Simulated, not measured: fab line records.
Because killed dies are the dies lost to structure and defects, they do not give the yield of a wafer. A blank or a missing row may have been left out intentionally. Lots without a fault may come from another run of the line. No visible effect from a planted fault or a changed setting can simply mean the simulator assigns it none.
fab line records	flow berkeley_cmos170
record lots=5	wafers=15	last_day=12
route steps=331 shown GATE@135
lots with no fault: from the same line, run without faults
start_h: the number of hours between the record's first day and the start of the first shown wafer of the lot	wait_h: hours elapsed since this lot's preceding step	" as in the row above	L1.1+2: a row that stands for several wafers	- value missing, or start not given	* or withheld: withheld	< > ~ a bound
route shown NAME@n: NAME is a module with steps in the file, n the number in the route of the first one	usual: average and standard deviation across the fault-free wafers	same: alike in all rows	chamber/n: place in a boat	sites: the reading at each site	_std_site: their standard deviation	_edge_site: outer sites' mean less inner sites'	radius_mm: how far each site lies from the wafer's centre	mask NAME#n: copy n	behind: the tool/chamber that last shaped the wafer	hold: the reason the lot was held/the length of the hold in hours/how it ended	device: the n, p or np transistor that did not switch	end of line: tests run on the same wafers once the route is complete	step lacking rows: just its recipe	killed: not the wafer's yield, but the dies lost to structure and defects at the first sort	map: the dies of a wafer, with x for killed, . for not killed, _ for no die there
set.NAME: setting as actually run; set.NAME@STEP: the setting as run at that earlier step	model.NAME: the simulator's own value behind a step, which no gauge read
certain route steps with their lots: each step a table, each wafer a row
services: a tool's chamber out of use, with start hour (start_h, from the record's first day; less than 0 if before it), hours out, and reason
## steps
# step UCB170_GATE_EXPOSE_09
# recipe mask_id=POLY	target_cd_nm=350	na=0.5	sigma_outer=0.6	source_shape=conventional	dose_mj=21
lot.wafer	tool	chamber	start_h	wait_h	mask
L076.1+3+6	krf_scanner-02	0	163.67	-	POLY#0
L086.1+2+3	krf_scanner-01	0	214.24	-	POLY#0
L088.1+3+6	krf_scanner-02	0	214.72	-	POLY#0
L091.3+4+6	krf_scanner-02	0	243.24	-	POLY#0
L094.1+3+6	krf_scanner-02	0	243.90	-	POLY#0
# step UCB170_GATE_PEB_10
# recipe peb_temp_c=130	peb_time_s=withheld	resist=KrF
# usual chill_plate_temp_C=23.00/0.1
lot.wafer	tool	chamber	start_h	wait_h	chill_plate_temp_C
L076.1	litho_track-03	0	163.78	0.1	23.10
L076.3	"	0	"	"	22.99
L076.6	"	0	"	"	23.06
L086.1	litho_track-02	0	214.94	0.7	23.18
L086.2	"	0	"	"	22.99
L086.3	"	0	"	"	22.81
L088.1	litho_track-02	0	215.22	0.5	22.95
L088.3	"	0	"	"	23.17
L088.6	"	0	"	"	23.06
L091.3	litho_track-03	0	243.85	0.6	22.99
L091.4	"	0	"	"	22.97
L091.6	"	0	"	"	22.96
L094.1	litho_track-01	0	244.85	0.9	23.05
L094.3	"	0	"	"	23.01
L094.6	"	0	"	"	23.19
# step UCB170_GATE_DEVELOP_11
# recipe developer=TMAH	develop_time_s=45	resist=KrF	dev_temp_c=21
# usual chill_plate_temp_C=22.98/0.11
lot.wafer	tool	chamber	start_h	wait_h	chill_plate_temp_C
L076.1	litho_track-03	0	-	-	23.12
L076.3	"	0	"	"	23.19
L076.6	"	0	"	"	22.96
L086.1	litho_track-02	0	-	-	23.12
L086.2	"	0	"	"	23.36
L086.3	"	0	"	"	23.23
L088.1	litho_track-02	0	-	-	23.12
L088.3	"	0	"	"	23.05
L088.6	"	0	"	"	23.21
L091.3	litho_track-03	0	-	-	22.85
L091.4	"	0	"	"	23.03
L091.6	"	0	"	"	23.05
L094.1	litho_track-01	0	-	-	23.00
L094.3	"	0	"	"	23.07
L094.6	"	0	"	"	22.91
# step UCB170_GATE_CD_MEAS_12
# recipe target_cd_nm=350
# usual cd_nm=349.7/1.2
lot.wafer	tool	chamber	start_h	wait_h	cd_nm
L076.1	cd_sem-02	-	164.06	-	347.4
L076.3	"	-	"	"	346.3
L076.6	"	-	"	"	346.1
L086.1	cd_sem-02	-	215.24	-	350.4
L086.2	"	-	"	"	350.6
L086.3	"	-	"	"	350.3
L088.1	cd_sem-02	-	215.60	-	350.1
L088.3	"	-	"	"	350.0
L088.6	"	-	"	"	347.3
L091.3	cd_sem-02	-	244.12	-	350.4
L091.4	"	-	"	"	349.5
L091.6	"	-	"	"	350.6
L094.1	cd_sem-01	-	245.12	-	350.2
L094.3	"	-	"	"	350.7
L094.6	"	-	"	"	351.1
# step UCB170_GATE_OVL_MEAS_13
# usual GATE_OVL=-1/5.3
lot.wafer	tool	chamber	start_h	wait_h	GATE_OVL[nm]
L076.1	overlay-02	-	164.18	0.1	2
L076.3	"	-	"	"	-2
L076.6	"	-	"	"	-6
L086.1	overlay-02	-	215.36	0.1	7
L086.2	"	-	"	"	3
L086.3	"	-	"	"	2
L088.1	overlay-01	-	215.72	0.1	-1
L088.3	"	-	"	"	-10
L088.6	"	-	"	"	1
L091.3	overlay-02	-	244.21	0.1	8
L091.4	"	-	"	"	5
L091.6	"	-	"	"	1
L094.1	overlay-01	-	245.24	0.1	-5
L094.3	"	-	"	"	2
L094.6	"	-	"	"	0
# step UCB170_GATE_ETCH_14
# recipe chemistry=N2/H2	target_depth_a=withheld	overetch_a=withheld	target=BARC	time_s=withheld	source_w=500	bias_w=100	pressure_mtorr=30	n2_flow_sccm=100	h2_flow_sccm=200
# usual drypump_motor_current_A=5.5/0.36	oes_product_au=0.996/0.021	throttle_valve_pct=13.32/0.11
lot.wafer	tool	chamber	start_h	wait_h	drypump_motor_current_A	oes_product_au	throttle_valve_pct
L076.1	rie_diel-02	0	164.21	0.0	5.9	0.977	13.10
L076.3	"	2	"	"	5.2	0.987	13.52
L076.6	"	3	"	"	6.1	0.930	13.46
L086.1	rie_diel-03	1	215.39	0.0	5.9	1.015	13.46
L086.2	"	0	"	"	5.3	1.008	13.30
L086.3	"	2	"	"	5.3	1.002	13.26
L088.1	rie_diel-03	3	215.75	0.0	5.2	1.006	13.37
L088.3	"	2	"	"	5.3	1.003	13.26
L088.6	"	3	"	"	5.2	1.010	13.38
L091.3	rie_diel-04	0	244.23	0.0	5.1	0.995	13.27
L091.4	"	2	"	"	6.2	0.993	13.23
L091.6	"	2	"	"	6.1	0.995	13.23
L094.1	rie_diel-04	3	245.28	0.0	5.2	0.984	13.32
L094.3	"	2	"	"	6.1	0.977	13.22
L094.6	"	1	"	"	5.6	1.040	13.28
# step UCB170_GATE_ETCH_15
# recipe chemistry=HBr/Cl2	target=poly-Si	stop_on=SiO2	over_etch_frac=0.3	icp_w=300	bias_w=150	time_s=56.3	pressure_mtorr=15	HBr_flow_sccm=150	Cl2_flow_sccm=50	target_depth_a=2782
# usual drypump_motor_current_A=5.8/0.51	oes_product_au=0.826/0.013	throttle_valve_pct=26.4/0.31
lot.wafer	tool	chamber	start_h	wait_h	drypump_motor_current_A	oes_product_au	rf_hours_counter_h	throttle_valve_pct
L076.1	rie_si-01	3	164.26	-	6.5	0.844	56	26.6
L076.3	"	1	"	"	5.0	0.850	119	26.0
L076.6	"	1	"	"	5.0	0.854	-	26.0
L086.1	rie_si-01	0	215.43	-	5.7	0.814	2	26.9
L086.2	"	1	"	"	5.0	0.822	0	26.2
L086.3	"	3	"	"	6.5	0.829	56	26.6
L088.1	rie_si-02	3	215.79	-	5.6	0.837	92	26.3
L088.3	"	0	"	"	5.9	0.844	1	26.1
L088.6	"	3	"	"	5.6	0.837	-	26.3
L091.3	rie_si-01	2	244.28	-	5.7	0.812	8	26.8
L091.4	"	0	"	"	5.7	0.821	2	26.9
L091.6	"	0	"	"	5.7	0.807	-	26.9
L094.1	rie_si-02	0	245.32	-	5.9	0.834	1	26.1
L094.3	"	2	"	"	5.1	0.831	2	26.2
L094.6	"	2	"	"	5.2	0.831	-	26.2
## services
tool	chamber	start_h	hours	kind
rie_diel-03	3	139.70	8.0	repair
rie_si-01	2	150.48	6.6	repair
rie_diel-04	1	151.84	6.9	repair
krf_scanner-01	-	156.13	1.3	pm
krf_scanner-02	-	158.60	0.8	pm
rie_diel-02	1	162.33	7.0	repair
rie_diel-02	1	169.30	-	clean
rie_diel-02	1	169.30	27.7	scheduled_down
rie_si-01	1	180.25	-	clean
rie_si-01	1	180.25	27.7	scheduled_down
rie_si-01	1	180.25	27.7	vent_cycle
rie_diel-04	0	192.18	7.9	repair
rie_si-02	0	198.97	1.6	repair
rie_diel-04	2	206.15	22.8	repair
rie_si-02	0	208.32	5.2	repair
rie_diel-03	3	216.16	1.2	repair
rie_si-02	0	218.62	9.7	repair
krf_scanner-02	-	227.25	1.0	pm
rie_si-02	1	228.28	-	clean
rie_si-02	1	228.28	15.2	scheduled_down
rie_si-02	1	228.28	15.2	vent_cycle
rie_si-02	-	230.18	0.4	repair
rie_si-01	-	235.33	0.9	repair
rie_diel-02	3	239.06	2.3	repair
## key
fault none
